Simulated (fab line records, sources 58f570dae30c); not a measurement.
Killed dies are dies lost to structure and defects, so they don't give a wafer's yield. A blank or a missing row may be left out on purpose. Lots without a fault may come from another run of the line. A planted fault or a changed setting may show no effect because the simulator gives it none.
One fault seen from 2 desks | flow berkeley_cmos170 | each desk has only its own numbers; what lay behind them comes last

THE METROLOGY DESK
What the gauges read, lot by lot, whatever tool the lot ran on: means of the sampled wafers that have a number. A lot is out of limits, marked OUT, if its mean lies more than 4 standard deviations from the usual mean; the brackets give that distance.
Columns: A = ACTIVE_OXIDE_THK at UCB170_ACTIVE_THK_MEAS_03, usual 26.9 nm; B = FIELD_OXIDE_THK at UCB170_FIELD_THK_MEAS_02, usual 565 nm; C = FIELD_OXIDE_LEFT_1_THK at UCB170_FIELD_THK_MEAS_90, usual 449 nm; D = PVT_OVL at UCB170_PVT_OVL_MEAS_06, usual -3 nm; E = FIELD_OXIDE_LEFT_2_THK at UCB170_FIELD_THK_MEAS_91, usual 361 nm
lot  | first seen here | A    | B              | C              | D  | E
L779 | day 4 04:28     | 27.4 | 562            | 446            | -7 | 358
L780 | day 4 04:28     | 26.4 | 570            | 453            | -4 | 365
L781 | day 4 08:43     | 26.1 | 560            | 440            | 0  | 351
L783 | day 4 15:08     | 27.2 | 585            | 468            | -1 | 380
L782 | day 4 15:10     | 26.9 | 596            | 479            | 2  | 391
L784 | day 5 00:46     | 27.7 | 573            | 457            | -2 | 369
L785 | day 5 12:12     | 26.6 | 675 (+9.2) OUT | 559 (+9.2) OUT | -6 | 471 (+9.2) OUT
L786 | day 5 12:14     | 26.8 | 678 (+9.4) OUT | 561 (+9.3) OUT | 1  | 472 (+9.2) OUT
L787 | day 6 02:29     | 27.0 | 560            | 444            | -8 | 355
L789 | day 6 02:30     | 26.7 | 694 (+11) OUT  | 576 (+11) OUT  | 4  | 488 (+11) OUT
L792 | day 7 02:05     | 27.0 | 566            | 449            | -2 | 360
L791 | day 7 02:05     | 26.8 | 577            | 461            | 0  | 375
L801 | day 8 19:31     | 27.0 | 561            | 444            | -1 | 354
L802 | day 8 19:34     | 26.8 | 556            | 439            | -1 | 352
This desk's finding: out of limits on L785, L786, L789; first on L785, day 6 08:10 (FIELD_OXIDE_THK at UCB170_FIELD_THK_MEAS_02). In limits: L779, L780, L781, L783, L782, L784, L787, L792, L791, L801, L802.

THE TOOL OWNER'S DESK: furnace-04
The tool's own readings at UCB170_FIELD_OXIDATION_01 (target thk 558.3 nm, ox time 7200 s): means of the sampled wafers that have a number, for each lot that ran on this tool. A lot is out of limits, marked OUT, if its mean lies more than 4 standard deviations from the usual mean; the brackets give that distance.
Columns: A = ox_temp_c_max at UCB170_FIELD_OXIDATION_01, usual 1004.5
lot  | first seen here | A
L781 | day 5 06:36     | 1005.8
L782 | day 5 06:36     | 1004.7
L783 | day 5 06:36     | 1005.8
L784 | day 5 17:58     | 1004.8
L785 | day 6 05:10     | 1005.2
L786 | day 6 05:10     | 1003.8
L789 | day 6 19:09     | 1004.5
L801 | day 9 19:05     | 1005.1
L802 | day 9 19:05     | 1004.9
This desk's finding: nothing out of limits on any of the 9 lots.

PUT TOGETHER
The metrology desk could have raised an alarm at day 6 08:10, on L785, L786, L789.
The tool owner's desk saw nothing out of limits.
The tool owner's desk has L785, L786, L789 on record, within its limits.
Of the lots named, all ran UCB170_FIELD_OXIDATION_01 on furnace-04.

WHAT THE SIMULATOR HAD PUT IN
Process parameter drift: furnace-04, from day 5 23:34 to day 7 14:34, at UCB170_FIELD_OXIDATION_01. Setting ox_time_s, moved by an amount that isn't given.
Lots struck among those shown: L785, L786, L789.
Hours from the fault's start to each desk's first reading out of limits: the metrology desk, 9.
